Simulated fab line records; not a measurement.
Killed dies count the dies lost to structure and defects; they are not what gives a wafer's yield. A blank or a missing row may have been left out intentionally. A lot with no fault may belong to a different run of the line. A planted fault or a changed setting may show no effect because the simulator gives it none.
Which of the tools did it? | flow berkeley cmos170 | Sampling: 6 lots, 16 wafers, 3 of 331 route steps

== WHAT THE GAUGES SHOWED, per wafer ==
UCB170_SILICIDE_RS_MEAS_02: uses a four-point probe to measure.
lot  | measured     | on            | SILICIDE_TI_RS (ohm/sq)
L356 | day 6 10:46  | film metro-01 | 26.0 26.6 26.7
L359 | day 7 13:50  | film metro-01 | 27.0 27.0 26.8
L365 | day 8 04:02  | film metro-03 | 27.7 27.6 27.5
L367 | day 8 19:05  | film metro-03 | 13.5 13.6
L374 | day 10 17:42 | film metro-03 | 26.6 26.8 26.5
L378 | day 11 13:00 | film metro-01 | 26.5 25.9 26.1

== TOOL THAT RAN EACH LOT (tool first, then ch and the chambers of the sampled wafers, then the start) ==
lot  | UCB170_SDANNEAL_RTA_01           | UCB170_SILICIDE_SPUTTER_01
L356 | rtp anneal-02 ch 0, day 6 09:59  | pvd sputter-03, day 6 10:40
L359 | rtp anneal-02 ch 0, day 7 13:11  | pvd sputter-03, day 7 13:46
L365 | rtp anneal-01 ch 0, day 8 03:24  | pvd sputter-04, day 8 04:00
L367 | rtp anneal-01 ch 0, day 8 18:25  | pvd sputter-03, day 8 18:59
L374 | rtp anneal-02 ch 0, day 10 17:04 | pvd sputter-04, day 10 17:40
L378 | rtp anneal-01 ch 0, day 11 12:20 | pvd sputter-03, day 11 12:56
- UCB170_SDANNEAL_RTA_01: time 5 s.
- UCB170_SILICIDE_SPUTTER_01: material Ti, target thk 30 nm, time 25 s.

== THE ANSWER, worked out from the rows above alone ==
Rule: usual is defined by the lots themselves. Put in order of their means at a reading, lots are off if they are a third of the lots or fewer, leave a main group of 4 or more, and stand apart from it by a gap of 3 or more times the standard deviation of the main group's means; of several such gaps the widest counts. A main group whose means are all the same, to the digits that the tables above print for the reading, isn't used. A lot without any number at a reading at which 4 lots or more have one is off too. All remaining lots with rows at the step are treated as sound.
Off: L367, at UCB170_SILICIDE_RS_MEAS_02 (SILICIDE_TI_RS). The main group has a mean of 26.8 ohm/sq with a standard deviation of 0.49.
A tool fits if, at a process step before that reading, it ran every lot that is off, and no sound lot after the first of them. The gauges at UCB170_SILICIDE_RS_MEAS_02 are tried like those tools. None of those tried fits.

== WHAT WAS PUT IN BY THE SIMULATOR ==
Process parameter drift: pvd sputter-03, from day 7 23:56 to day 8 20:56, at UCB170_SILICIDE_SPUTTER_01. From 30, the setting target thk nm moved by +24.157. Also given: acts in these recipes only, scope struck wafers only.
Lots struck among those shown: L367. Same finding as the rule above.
